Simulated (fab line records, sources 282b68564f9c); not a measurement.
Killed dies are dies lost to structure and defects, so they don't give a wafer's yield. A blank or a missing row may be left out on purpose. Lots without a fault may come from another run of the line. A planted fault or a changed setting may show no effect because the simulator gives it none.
A struck lot beside a sound one | flow rit_cmos | 44 steps out of a route of 202
Sound: wafers L490.2, L490.3, L490.4. Struck: wafers L494.3, L494.4, L494.6. The cause comes at the end.
At each step with rows: each side's tool, then ch and its chambers, then its first start. Under that, the readings that differ: sound wafers | struck wafers | difference of the means | sigmas: that difference in standard deviations of wafers without a fault.
alike: readings whose means differ by less than 2 such deviations, and words and numbers that are the same on both sides. not compared: withheld readings, readings that some wafer has no value for, bounds like >300 that may hide the same value, and numbers for which the record gives no deviation and whose values overlap.
The two part at a step that has a row with sigmas, a row that says differs or no value, or rows on one side only. Numbers that don't overlap but have no deviation are shown without sigmas and don't part them. A reading that every wafer of one side lacks parts them only if that side has two wafers or more.

first, 4 steps without rows for these wafers: RIT_PLDD_SOFTBAKE_02 (time 60 s); RIT_PLDD_EXPOSE_03 (exposes mask M8, target cd 40900 nm); RIT_PLDD_PEB_04; RIT_PLDD_DEVELOP_05 (develop time 50 s).
RIT_PLDD_OVL_MEAS_06:
  sound on overlay-02, day 3 11:25; struck on overlay-01, day 4 10:59
  alike: PLDD_OVL
then, 2 steps without rows for these wafers: RIT_PLDD_HARDBAKE_07 (time 60 s); RIT_PLDD_IMPLANT_08.
RIT_PLDD_STRIP_09: strips in O2, time 180 s.
  sound on plasma_asher-02 ch 0,1, day 3 11:45; struck on plasma_asher-02 ch 0,1, day 4 11:22
  alike: drypump_motor_current_A
  not compared: rf_hours_counter_h
RIT_PLDD_TW_MEAS_10:
  sound on film_metro-02, day 3 11:56; struck on film_metro-04, day 4 11:30
  alike: PLDD_TW
then, 3 steps without rows for these wafers: RIT_SPACER_CLEAN_00 (cleans in SC1, time 600 s); RIT_SPACER_CLEAN_01 (cleans in dHF, time 30 s); RIT_SPACER_CLEAN_02 (cleans in SC2, time 600 s).
RIT_SPACER_CVD_03: deposits Si3N4 from SiH2Cl2/NH3, target thk 250 nm, time 3300 s.
  sound on lpcvd-01 ch 0, day 3 12:34; struck on lpcvd-01 ch 0, day 4 12:07
  reading                                  | sound             | struck            | difference | sigmas
  nh3_flow_sccm (sccm)                     | 150.2 150.2 149.9 | 179.8 179.7 179.5 | +29.6      | +60
  model.Si3N4_of_SPACER_CVD_03.thk_nm (nm) | 254 255.2 254.4   | 281.4 284.2 283   | +28.3      |
  alike: spike_tc_centre_C
RIT_SPACER_THK_MEAS_04:
  sound on film_metro-01, day 3 14:29; struck on film_metro-03, day 4 14:03
  reading                 | sound             | struck            | difference | sigmas
  SPACER_NITRIDE_THK (nm) | 254.1 255.2 254.3 | 281.5 284.2 283.1 | +28.4      | +12
RIT_SPACER_ETCHBACK_05: etches Si3N4 in SF6/CHF3, stops on SiO2, target depth 250 nm, time 240 s.
  sound on rie_diel-01 ch 0,2,3, day 3 14:32; struck on rie_diel-04 ch 1,2, day 4 14:05
  reading                  | sound             | struck            | difference | sigmas
  oes_product_au (a.u.)    | 0.880 0.872 0.830 | 0.921 0.921 0.925 | +0.062     | +4
  model.etch.depth_nm (nm) | 254 255.2 254.4   | 281.4 284.2 283   | +28.3      |
  alike: CHF3_flow_sccm, drypump_motor_current_A, throttle_valve_pct
  not compared: rf_hours_counter_h
then, 2 steps without rows for these wafers: RIT_NSD_HMDS_00 (prime time 60 s); RIT_NSD_COAT_01 (resist thk 1000 nm).
RIT_NSD_SOFTBAKE_02: time 61.69 s.
  sound on litho_track-01 ch 0, day 3 15:01; struck on litho_track-01 ch 0, day 4 14:35
  alike: plate_sensor_t_centre_C, plate_sensor_t_edge_C, resist_line_temp_C
then, 3 steps without rows for these wafers: RIT_NSD_EXPOSE_03 (exposes mask M9, target cd 40700 nm); RIT_NSD_PEB_04; RIT_NSD_DEVELOP_05 (develop time 50 s).
RIT_NSD_OVL_MEAS_06:
  sound on overlay-02, day 3 15:32; struck on overlay-02, day 4 15:16
  alike: NSD_OVL
then, 2 steps without rows for these wafers: RIT_NSD_HARDBAKE_07 (time 60 s); RIT_NSD_IMPLANT_08.
RIT_NSD_STRIP_09: strips in O2, time 180 s.
  sound on plasma_asher-02 ch 0,1, day 3 15:52; struck on plasma_asher-02 ch 0,1, day 4 15:39
  alike: drypump_motor_current_A
  not compared: rf_hours_counter_h
RIT_NSD_TW_MEAS_10:
  sound on film_metro-04, day 3 16:03; struck on film_metro-04, day 4 15:47
  alike: NSD_TW
then, 6 steps without rows for these wafers: RIT_PSD_HMDS_00 (prime time 60 s); RIT_PSD_COAT_01 (resist thk 1000 nm); RIT_PSD_SOFTBAKE_02 (time 60 s); RIT_PSD_EXPOSE_03 (exposes mask M10, target cd 40900 nm); RIT_PSD_PEB_04; RIT_PSD_DEVELOP_05 (develop time 50 s).
RIT_PSD_OVL_MEAS_06:
  sound on overlay-02, day 3 17:05; struck on overlay-01, day 4 16:49
  alike: PSD_OVL
then, 2 steps without rows for these wafers: RIT_PSD_HARDBAKE_07 (time 60 s); RIT_PSD_IMPLANT_08.
RIT_PSD_STRIP_09: strips in O2, time 180 s.
  sound on plasma_asher-03 ch 0,1, day 3 17:25; struck on plasma_asher-04 ch 0,1, day 4 17:12
  alike: drypump_motor_current_A
  not compared: rf_hours_counter_h
RIT_PSD_TW_MEAS_10:
  sound on film_metro-03, day 3 17:36; struck on film_metro-04, day 4 17:20
  reading | sound          | struck         | difference | sigmas
  PSD_TW  | 3465 3468 3460 | 3521 3525 3531 | +61        | +3
then, 3 steps without rows for these wafers: RIT_SDANNEAL_CLEAN_00 (cleans in SC1, time 600 s); RIT_SDANNEAL_CLEAN_01 (cleans in dHF, time 30 s); RIT_SDANNEAL_CLEAN_02 (cleans in SC2, time 600 s).
RIT_SDANNEAL_RTA_03: time 5 s.
  sound on rtp_anneal-01 ch 0, day 3 18:02; struck on rtp_anneal-01 ch 0, day 4 18:11
  alike: wafer_temp_C_max
RIT_SDANNEAL_RS_MEAS_04: measures by four-point-probe.
  sound on film_metro-04, day 3 18:06; struck on film_metro-04, day 4 18:16
  alike: PSD_RS
RIT_SILICIDE_WET_ETCH_00: etches SiO2 in BOE, target depth 14 nm, time 15 s.
  sound on wet_bench-03 ch 2, day 3 18:34; struck on wet_bench-01 ch 2, day 4 18:42
  reading                                  | sound             | struck            | difference | sigmas
  model.Si3N4_of_SPACER_CVD_03.thk_nm (nm) | 196.2 197.4 197.5 | 218.4 220.9 220.4 | +22.9      |
  alike: bath_heat_duty_pct
RIT_M1_PROBE_99:
  sound on prober-01, day 4 02:19; struck on prober-01, day 5 02:57
  reading                              | sound               | struck               | difference | sigmas
  model.etest.pplus_sal.width_nm (nm)  | 3428 3405 3421      | 3375 3346 3340       | -64        |
  model.etest.nplus_sal.width_nm (nm)  | 3428 3431 3424      | 3352 3355 3353       | -74        |
  model.etest.nmos_0p15.r_on_ohm_um    | 1181 1149 1141      | 1070 1097 1070       | -78        |
  model.etest.nwell_pinched.rs_ohm_sq  | 343.5 345.9 338.8   | 326.8 326.4 326.2    | -16.3      |
  model.etest.pwell_pinched.rs_ohm_sq  | 456.8 452.2 458.2   | 436.5 432.7 439.7    | -19.4      |
  model.etest.nmos_0p3.drive_ua_um     | 219.5 221.1 218.6   | 217.5 216 216.3      | -3.1       |
  model.etest.contact_nplus.end_ohm_um | 42.16 42.48 42.44   | 39.32 38.11 38.27    | -3.79      |
  model.etest.field_p_metal.vt_v (V)   | -27.79 -27.2 -28.07 | -30.09 -29.94 -30.13 | -2.37      |
  alike: killed_at_M0_to_M3, killed_at_front_end, killed_dies, killed_open, killed_short

WHERE THEY PART
First at RIT_SPACER_CVD_03; last, within this record, at RIT_PSD_TW_MEAS_10. Later steps at which nothing parts them and some readings are alike: RIT_SDANNEAL_RTA_03, RIT_SDANNEAL_RS_MEAS_04, RIT_SILICIDE_WET_ETCH_00, RIT_M1_PROBE_99.

WHY: what the simulator had put in
Process parameter drift: lpcvd-01, from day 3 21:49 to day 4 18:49, at RIT_SPACER_CVD_03. Setting nh3_flow_sccm, moved by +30, from 150. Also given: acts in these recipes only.
